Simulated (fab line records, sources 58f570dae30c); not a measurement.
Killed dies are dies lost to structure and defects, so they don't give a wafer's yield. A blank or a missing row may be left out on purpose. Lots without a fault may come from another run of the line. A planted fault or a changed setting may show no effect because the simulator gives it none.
Problem report in the 8D (eight disciplines) form, filled by code | flow berkeley_cmos170 | the parts of the form that need people (team, actions taken, sign-off) are left out

1. THE PROBLEM
PWELL_NITRIDE_THK at UCB170_PWELL_THK_MEAS_06 reads a mean of 189.6 nm on 6 wafers of 2 lots; wafers without a fault read 219.5 nm with a standard deviation of 2.2. That is -14 standard deviations from the usual mean.
First seen on wafer L397.2, day 5 17:22, on film_metro-04. The record holds 42 wafers of 14 lots with a number at this step. Rule for "out", or "out of limits": more than 4 standard deviations from the usual mean. The other wafers with a number count as sound.

2. WHAT IT IS AND WHAT IT IS NOT
question                    | is                           | is not
which readings at this step | PWELL_NITRIDE_THK            | -
which lots                  | L397, L399                   | L387, L388, L389, L390, L391, L392, L393, L394, L403, L405, L407, L408
which wafers of those lots  | all that have a number       | -
read on which gauges        | film_metro-02, film_metro-04 | film_metro-03
when                        | from day 5 17:22             | up to then (24 sound wafers); but 12 sound wafers of L403, L405, L407, L408 came after

3. SUSPECTS, AND WHAT RULES EACH OUT
Counting: a tool at a process step up to the reading stays a suspect if it ran every lot that is out and no sound lot after the first of them.
- the gauge at UCB170_PWELL_THK_MEAS_06: ruled out. The wafers that are out were read on 2 gauges (film_metro-02, film_metro-04).
- lpcvd-02 at UCB170_PWELL_CVD_05 (deposits Si3N4 from SiH2Cl2/NH3, target thk 220 nm, time 3300 s): kept. It ran every lot that is out, first L397 (day 5 14:29), and no sound lot after that; its last sound lot up to then is L392 (day 4 18:49). Its own readings are out on those wafers: spike_tc_centre_C, susceptor_temp_C.
Left after counting: lpcvd-02 at UCB170_PWELL_CVD_05.

4. THE CAUSE (what the simulator had put in)
Process parameter drift: lpcvd-02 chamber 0, from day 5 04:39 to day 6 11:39, at UCB170_PWELL_CVD_05. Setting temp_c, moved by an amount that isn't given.
Counting left only this tool.

5. THE CHAIN OF EFFECTS, in route order
Each row: a reading whose mean over the struck wafers that have a number lies more than 3 standard deviations from the usual. Only readings for which the record gives a usual standard deviation are gone through. hours: the time from each lot's start at the first step in this table that gives one to its start at this step, as a median over the lots. sigmas: the change in usual standard deviations.
hours | step                     | reading           | usual      | on struck wafers | change | sigmas
0     | UCB170_PWELL_CVD_05      | spike_tc_centre_C | 802.5 C    | 794.9            | -7.6   | -6.9
0     | UCB170_PWELL_CVD_05      | spike_tc_load_C   | 825.2 C    | 819.4            | -5.8   | -3.0
0     | UCB170_PWELL_CVD_05      | susceptor_temp_C  | 800.0 C    | 792.8            | -7.2   | -23
2     | UCB170_PWELL_THK_MEAS_06 | PWELL_NITRIDE_THK | 219.5 nm   | 189.6            | -29.9  | -14
4     | UCB170_PWELL_ETCH_14     | oes_product_au    | 0.943 a.u. | 0.868            | -0.075 | -5.0
The process steps in it:
- UCB170_PWELL_CVD_05: deposits Si3N4 from SiH2Cl2/NH3, target thk 220 nm, time 3300 s.
- UCB170_PWELL_ETCH_14: etches Si3N4 in CH3F/Ar/O2, stops on SiO2, target depth 242 nm, time 151 s.
Later measuring or inspecting steps at which every struck wafer that the step has a row for has a number for every such reading, and none has moved that far: UCB170_ACTIVE_CD_MEAS_13, UCB170_PFIELD_TW_MEAS_09, UCB170_NVT_OVL_MEAS_06.

6. WHAT WOULD HAVE CAUGHT IT SOONER
In this record the first reading out of limits at a measuring or inspecting step was taken at day 5 17:22, 13 hours after the fault began at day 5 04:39.
The tool's own readings at UCB170_PWELL_CVD_05 were out on every struck wafer that the step has a row for (spike_tc_centre_C, susceptor_temp_C): an alarm limit on them would have fired on the first of those.
Of the lots that are out (2), L399 began UCB170_PWELL_CVD_05 on lpcvd-02 after day 5 17:22. A hold on the tool at that time would have spared it.
